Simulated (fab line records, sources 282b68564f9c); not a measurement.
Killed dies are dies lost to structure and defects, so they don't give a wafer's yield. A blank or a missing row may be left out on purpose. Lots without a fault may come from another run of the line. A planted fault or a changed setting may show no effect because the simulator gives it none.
fab line records | flow rit_cmos
record lots=13 wafers=39 last_day=7
route steps=202 shown NWELL@34 PRETRO@74 SPACER@128 M1@194
lots that met no fault: from a run of the same line without faults
start_h: hours from the record's first day to the start of the lot's first wafer shown | wait_h: hours since the lot's step before | " the same as in the row above | L1.1+2: a row that stands for several wafers | - no value, or no start given | * or withheld: withheld | < > ~ a bound
route shown NAME@n: a module of which the file shows steps, and the number in the route of the first | usual: mean/standard deviation of fault-free wafers | same: alike in all rows | chamber/n: place in a boat | sites: the reading at each site | _std_site: their standard deviation | _edge_site: outer sites' mean less inner sites' | radius_mm: how far each site lies from the wafer's centre | mask NAME#n: copy n | behind: the tool/chamber that last shaped the wafer | hold: why the lot was held/for how many hours/how that ended | device: the transistor (n, p or np) that didn't switch | end of line: the same wafers' tests at the end of the route | a step without rows: its recipe alone | killed: dies lost to structure and defects at the first sort, not the wafer's yield | map: a wafer's dies, x killed, . not, _ none there
set.NAME: the setting as run; set.NAME@STEP: as run at that earlier step | model.NAME: the simulator's own value behind a step, which no gauge read
steps of the route over a sample of lots; a table a step, a row a wafer
services: from which hour (start_h, from the record's first day; less than 0 if before it) a tool's chamber was out of use, for how many hours, and why
## steps
# step RIT_NWELL_OVL_MEAS_06
# usual NWELL_OVL=0.6/1.4
# columns lot.wafer tool chamber start_h wait_h NWELL_OVL[nm]
L759.1 overlay-02 - 20.78 - -0.7
L759.2 " - " " -1.5
L759.5 " - " " 0.8
L760.1 overlay-01 - 25.38 - -0.8
L760.3 " - " " 0.1
L760.4 " - " " 2.8
L761.2 overlay-02 - 31.75 - 2.0
L761.3 " - " " 0.0
L761.5 " - " " 0.2
L762.4 overlay-01 - 35.28 - 1.2
L762.5 " - " " 2.3
L762.6 " - " " -0.7
L763.3 overlay-01 - 41.46 - 1.6
L763.4 " - " " 0.9
L763.5 " - " " 2.3
L764.1 overlay-02 - 45.99 - -0.1
L764.3 " - " " -0.8
L764.5 " - " " -0.4
L765.2 overlay-02 - 51.65 - 1.9
L765.5 " - " " -1.6
L765.6 " - " " 1.7
L769.1 overlay-02 - 70.32 - 1.7
L769.2 " - " " 2.9
L769.5 " - " " 3.4
L771.1 overlay-01 - 80.19 - -1.3
L771.3 " - " " -0.7
L771.6 " - " " 0.2
L773.1 overlay-01 - 90.25 - -0.1
L773.3 " - " " 0.8
L773.4 " - " " 1.5
L780.1 overlay-01 - 125.41 - -0.9
L780.2 " - " " -1.0
L780.6 " - " " -0.7
L781.2 overlay-02 - 134.21 - 2.4
L781.3 " - " " 2.6
L781.6 " - " " 2.3
L782.2 overlay-01 - 137.68 - 0.8
L782.3 " - " " -0.3
L782.4 " - " " -1.1
# step RIT_PRETRO_TW_MEAS_10
# usual PRETRO_TW=471/5.5
# columns lot.wafer tool chamber start_h wait_h PRETRO_TW
L759.1 film_metro-01 - 31.76 0.1 465
L759.2 " - " " 468
L759.5 " - " " 466
L760.1 film_metro-02 - 36.62 0.1 478
L760.3 " - " " 479
L760.4 " - " " 477
L761.2 film_metro-01 - 43.03 0.1 464
L761.3 " - " " 464
L761.5 " - " " 466
L762.4 film_metro-04 - 46.10 0.1 475
L762.5 " - " " 471
L762.6 " - " " 473
L763.3 film_metro-02 - 52.15 0.1 476
L763.4 " - " " 476
L763.5 " - " " 475
L764.1 film_metro-02 - 56.70 0.1 475
L764.3 " - " " 476
L764.5 " - " " 475
L765.2 film_metro-02 - 62.49 0.1 476
L765.5 " - " " 479
L765.6 " - " " 477
L769.1 film_metro-01 - 82.51 0.1 466
L769.2 " - " " 465
L769.5 " - " " 465
L771.1 film_metro-01 - 91.17 0.1 467
L771.3 " - " " 468
L771.6 " - " " 466
L773.1 film_metro-02 - 102.03 0.1 478
L773.3 " - " " 481
L773.4 " - " " 480
L780.1 film_metro-01 - 136.25 0.1 464
L780.2 " - " " 465
L780.6 " - " " 466
L781.2 film_metro-01 - 145.20 0.1 466
L781.3 " - " " 467
L781.6 " - " " 469
L782.2 film_metro-01 - 150.04 0.1 466
L782.3 " - " " 467
L782.4 " - " " 469
# step RIT_SPACER_CVD_03
# recipe material=Si3N4 target_thk_nm=250 temp_c=810 precursor=SiH2Cl2/NH3 time_s=3300 pressure_mtorr=300 sih2cl2_flow_sccm=60 nh3_flow_sccm=150
# usual spike_tc_centre_C=812.5/1.2 spike_tc_load_C=832.8/2 spike_tc_source_C=833.8/1.9 susceptor_temp_C=810.0/0.32 zone_power_centre_pct=37.7/0.96 zone_power_load_pct=21.4/1.6 zone_power_source_pct=21.2/0.33
# columns lot.wafer tool chamber start_h wait_h spike_tc_centre_C spike_tc_load_C spike_tc_source_C susceptor_temp_C zone_power_centre_pct zone_power_load_pct zone_power_source_pct
L759.1 lpcvd-01 0 43.62 0.0 812.8 832.9 835.0 810.2 37.7 21.8 20.7
L759.2 " 0 " " 813.0 832.9 836.1 810.2 37.5 21.8 21.3
L759.5 " 0 " " 812.5 836.5 837.6 810.4 37.7 21.7 20.8
L760.1 lpcvd-02 0 49.53 0.0 811.8 835.0 831.1 809.9 37.2 21.0 21.0
L760.3 " 0 " " 810.6 831.7 831.0 810.1 37.7 21.6 21.0
L760.4 " 0 " " 811.4 834.3 831.1 810.3 38.0 21.5 20.8
L761.2 lpcvd-01 1 57.17 0.0 812.2 833.6 834.9 810.2 39.1 19.2 21.2
L761.3 " 1 " " 811.3 833.8 834.3 810.0 39.1 19.0 21.7
L761.5 " 1 " " 814.0 835.0 833.4 810.1 39.0 18.7 21.4
L762.4 lpcvd-02 1 60.30 0.7 814.0 829.1 832.7 810.3 36.6 23.4 21.7
L762.5 " 1 " " 812.4 829.3 833.7 809.5 36.3 23.7 21.5
L762.6 " 1 " " 812.9 831.4 832.4 809.6 36.6 23.9 21.1
L763.3 lpcvd-01 0 64.84 0.0 812.0 832.9 835.0 810.1 38.0 21.3 21.2
L763.4 " 0 " " 811.3 836.1 836.9 810.1 36.5 21.7 21.2
L763.5 " 0 " " 811.7 835.8 835.9 810.0 37.4 21.9 21.0
L764.1 lpcvd-02 1 68.99 0.3 812.6 830.7 834.5 810.5 36.8 23.5 21.9
L764.3 " 1 " " 815.2 829.2 831.8 810.5 36.6 23.5 21.3
L764.5 " 1 " " 813.7 829.8 831.2 810.0 37.1 23.3 21.5
L765.2 lpcvd-02 0 74.23 0.0 811.3 831.9 831.3 809.6 37.6 21.4 21.2
L765.5 " 0 " " 810.3 834.3 832.0 810.1 37.2 21.6 20.9
L765.6 " 0 " " 810.2 833.7 831.9 809.5 37.3 21.2 21.3
L769.1 lpcvd-01 0 94.18 0.0 890.0 913.7 914.6 887.4 41.8 26.7 25.5
L769.2 " 0 " " 890.9 913.1 914.9 887.5 41.0 26.0 25.1
L769.5 " 0 " " 890.5 911.3 913.4 887.1 41.0 26.4 25.5
L771.1 lpcvd-02 0 102.83 0.0 810.5 834.3 830.4 809.7 37.3 21.3 21.1
L771.3 " 0 " " 810.8 831.0 828.2 809.9 37.1 21.9 21.0
L771.6 " 0 " " 810.3 832.7 832.5 810.0 37.4 21.6 20.8
L773.1 lpcvd-02 1 113.69 0.0 813.3 831.1 834.8 810.2 36.9 23.3 21.4
L773.3 " 1 " " 811.9 829.7 833.4 809.9 36.7 24.0 21.6
L773.4 " 1 " " 813.0 830.2 832.9 810.1 37.7 23.8 21.5
L780.1 lpcvd-02 1 148.93 0.0 812.2 831.4 832.8 810.0 37.3 23.6 21.5
L780.2 " 1 " " 811.5 829.6 833.2 810.0 36.8 23.4 21.7
L780.6 " 1 " " 812.6 829.2 831.6 810.6 37.6 23.2 21.3
L781.2 lpcvd-02 0 159.46 0.0 810.6 831.0 832.3 810.0 36.6 21.5 21.3
L781.3 " 0 " " 811.8 832.5 830.5 809.6 37.0 21.4 21.1
L781.6 " 0 " " 811.1 830.8 832.5 810.3 36.9 21.3 21.1
L782.2 lpcvd-01 0 163.04 0.0 810.8 834.3 836.2 809.9 37.1 21.7 20.9
L782.3 " 0 " " 813.2 835.4 836.6 810.2 37.3 21.7 20.8
L782.4 " 0 " " 811.2 835.6 835.7 809.8 38.1 21.6 21.0
# step RIT_SPACER_THK_MEAS_04
# recipe reads=Si3N4_of_SPACER_CVD_03
# usual SPACER_NITRIDE_THK=250.1/2.5
# columns lot.wafer tool chamber start_h wait_h SPACER_NITRIDE_THK[nm]
L759.1 film_metro-01 - 45.54 0.0 250.8
L759.2 " - " " 249.4
L759.5 " - " " 250.1
L760.1 film_metro-02 - 51.45 0.0 251.0
L760.3 " - " " 251.8
L760.4 " - " " 250.2
L761.2 film_metro-04 - 59.09 0.0 253.5
L761.3 " - " " 254.1
L761.5 " - " " 251.3
L762.4 film_metro-01 - 63.21 0.0 249.2
L762.5 " - " " 247.9
L762.6 " - " " 249.7
L763.3 film_metro-02 - 66.77 0.0 253.7
L763.4 " - " " 251.6
L763.5 " - " " 250.7
L764.1 film_metro-02 - 70.91 0.0 246.3
L764.3 " - " " 247.2
L764.5 " - " " 247.7
L765.2 film_metro-01 - 76.16 0.0 250.4
L765.5 " - " " 247.6
L765.6 " - " " 248.0
L769.1 film_metro-04 - 96.09 0.0 420.0
L769.2 " - " " 421.0
L769.5 " - " " 419.3
L771.1 film_metro-04 - 104.75 0.0 247.3
L771.3 " - " " 246.5
L771.6 " - " " 248.5
L773.1 film_metro-02 - 115.61 0.0 249.5
L773.3 " - " " 247.0
L773.4 " - " " 250.4
L780.1 film_metro-04 - 150.85 0.0 251.2
L780.2 " - " " 252.5
L780.6 " - " " 249.4
L781.2 film_metro-04 - 161.38 0.0 249.5
L781.3 " - " " 247.9
L781.6 " - " " 249.5
L782.2 film_metro-01 - 164.97 0.0 252.1
L782.3 " - " " 252.5
L782.4 " - " " 252.0
# step RIT_SPACER_ETCHBACK_05
# recipe target_depth_a=2500 SF6_flow_sccm=30 CHF3_flow_sccm=30 target=Si3N4 chemistry=SF6/CHF3 pressure_mtorr=40 rf_w=250 time_s=229.5 stop_on=SiO2
# usual chamber_pressure_mTorr=40.00/0.033 drypump_motor_current_A=5.5/0.53 oes_product_au=0.871/0.016 throttle_valve_pct=10.37/0.16
# columns lot.wafer tool chamber start_h wait_h chamber_pressure_mTorr drypump_motor_current_A oes_product_au rf_hours_counter_h throttle_valve_pct
L759.1 rie_diel-04 2 45.60 0.1 40.00 5.7 0.878 130 10.26
L759.2 " 0 " " 39.97 5.5 0.859 91 10.54
L759.5 " 3 " " 40.02 4.9 0.876 - 10.48
L760.1 rie_diel-01 1 51.51 0.1 39.99 6.6 0.884 133 10.39
L760.3 " 3 " " 40.01 4.8 0.865 25 10.45
L760.4 " 2 " " 39.97 5.6 0.900 135 10.39
L761.2 rie_diel-01 0 59.14 0.0 40.02 5.9 0.906 111 10.43
L761.3 " 3 " " 39.94 4.8 0.869 25 10.46
L761.5 " 1 " " 39.97 6.6 0.881 - 10.37
L762.4 rie_diel-04 1 63.24 0.0 40.03 6.5 0.870 117 10.58
L762.5 " 0 " " 40.03 5.4 0.846 - 10.54
L762.6 " 3 " " 40.01 4.9 0.879 - 10.49
L763.3 rie_diel-02 0 66.81 0.0 40.04 5.2 0.903 151 10.19
L763.4 " 1 " " 40.02 5.8 0.859 117 10.48
L763.5 " 1 " " 39.99 5.8 0.852 - 10.46
L764.1 rie_diel-01 1 70.97 0.1 40.00 6.6 0.870 134 10.36
L764.3 " 2 " " 40.03 5.6 0.881 135 10.40
L764.5 " 2 " " 39.99 5.7 0.882 - 10.38
L765.2 rie_diel-04 3 76.21 0.0 39.97 4.9 0.876 106 10.49
L765.5 " 3 " " 39.93 4.9 0.867 - 10.48
L765.6 " 2 " " 40.04 5.7 0.869 - 10.26
L769.1 rie_diel-02 3 96.15 0.1 39.96 5.8 0.997 125 10.11
L769.2 " 2 " " 40.04 4.8 0.990 90 10.37
L769.5 " 0 " " 40.00 5.2 1.029 - 10.23
L771.1 rie_diel-04 1 104.81 0.1 40.01 6.5 0.860 118 10.59
L771.3 " 0 " " 39.97 5.4 0.852 92 10.53
L771.6 " 3 " " 39.98 4.9 0.876 - 10.49
L773.1 rie_diel-02 0 115.67 0.1 40.02 5.2 0.897 152 10.18
L773.3 " 2 " " 39.98 4.9 0.853 90 10.33
L773.4 " 3 " " 40.02 5.8 0.846 125 10.05
L780.1 rie_diel-02 1 150.91 0.1 40.00 5.8 0.859 119 10.50
L780.2 " 2 " " 40.06 4.9 0.875 91 10.35
L780.6 " 1 " " 40.02 5.8 0.857 - 10.49
L781.2 rie_diel-01 3 161.43 0.0 39.98 4.8 0.859 27 10.44
L781.3 " 2 " " 40.01 5.7 0.888 137 10.39
L781.6 " 2 " " 40.04 5.7 0.893 - 10.39
L782.2 rie_diel-02 0 165.02 0.0 39.96 5.2 0.887 0 10.18
L782.3 " 3 " " 40.04 5.8 0.865 126 10.06
L782.4 " 2 " " 39.96 4.9 0.867 91 10.34
# step RIT_M1_OVL_MEAS_10
# usual M1_OVL=-0.1/1.4
# columns lot.wafer tool chamber start_h wait_h M1_OVL[nm]
L759.1 overlay-02 - 54.03 0.1 -3.3
L759.2 " - " " -1.3
L759.5 " - " " -1.2
L760.1 overlay-01 - 60.23 0.1 -1.0
L760.3 " - " " -0.9
L760.4 " - " " 1.1
L761.2 overlay-01 - 67.71 0.1 1.4
L761.3 " - " " 1.9
L761.5 " - " " -0.1
L762.4 overlay-01 - 71.60 0.1 0.6
L762.5 " - " " 0.7
L762.6 " - " " 0.0
L763.3 overlay-01 - 75.45 0.1 -2.3
L763.4 " - " " -1.8
L763.5 " - " " -1.5
L764.1 overlay-02 - 79.34 0.1 -1.3
L764.3 " - " " 0.8
L764.5 " - " " -0.8
L765.2 overlay-01 - 84.89 0.1 2.2
L765.5 " - " " 0.3
L765.6 " - " " -0.4
L771.1 overlay-01 - 113.29 0.1 1.6
L771.3 " - " " -2.1
L771.6 " - " " -2.8
L773.1 overlay-01 - 124.42 0.1 0.3
L773.3 " - " " 1.0
L773.4 " - " " -0.8
L780.1 overlay-01 - 159.25 0.1 1.1
L780.2 " - " " 1.2
L780.6 " - " " 2.4
L781.2 overlay-01 - 170.48 0.1 1.9
L781.3 " - " " 0.5
L781.6 " - " " 2.0
L782.2 overlay-02 - 173.88 0.1 1.2
L782.3 " - " " 0.1
L782.4 " - " " -0.7
## services
# columns tool chamber start_h hours kind
rie_diel-02 3 35.02 13.1 repair
rie_diel-04 0 70.20 2.9 repair
lpcvd-01 - 96.11 6.0 pm
rie_diel-01 - 104.43 27.2 repair
lpcvd-02 - 115.61 6.0 pm
rie_diel-02 0 144.20 - clean
rie_diel-02 0 144.20 13.0 scheduled_down
rie_diel-02 0 144.20 13.0 vent_cycle
rie_diel-01 0 145.67 4.8 repair
rie_diel-01 1 151.97 3.9 repair
rie_diel-01 0 159.07 4.2 repair
## key
first_sign step=RIT_SPACER_CVD_03 reading=susceptor_temp_C direction=up sigmas=99+ usual=* struck=*
effect step=RIT_SPACER_CVD_03 reading=spike_tc_centre_C direction=up sigmas=64 usual=812.5 struck=890.5
effect step=RIT_SPACER_THK_MEAS_04 reading=SPACER_NITRIDE_THK direction=up sigmas=68 usual=250.1 struck=420.1
effect step=RIT_SPACER_ETCHBACK_05 reading=oes_product_au direction=up sigmas=8.5 usual=0.871 struck=1.005
met_at RIT_SPACER_CVD_03
struck_lots L769
struck_wafers L769.1,L769.2,L769.5
later_rows_left_out L769.1,L769.2,L769.5
sort_left_out L769.1,L769.2,L769.5
tester_left_out L769
not_acting_at RIT_NWELL_OVL_MEAS_06,RIT_PRETRO_TW_MEAS_10,RIT_M1_OVL_MEAS_10
onset_between 64.84 94.18
fault kind=process_parameter_drift tool=lpcvd-01 chamber=0 onset_h=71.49 steps=RIT_SPACER_CVD_03 channel=temp_c offset=* shape=step end_h=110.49 acts_in=* stated=*
# tester_left_out: of these lots the tester's yield and bins aren't shown, on N5 and GAA mostly nor the transistor test; their killed dies are dies lost to structure and defects alone, not to doping, threshold or leakage, so they don't give the yield
# sort_left_out: the simulated sort isn't trusted on such a fault, so these wafers' sort isn't shown, and their yield isn't known
# later_rows_left_out: the simulator's readings of these wafers behind a module that went badly wrong aren't trusted and aren't shown, but for the sort
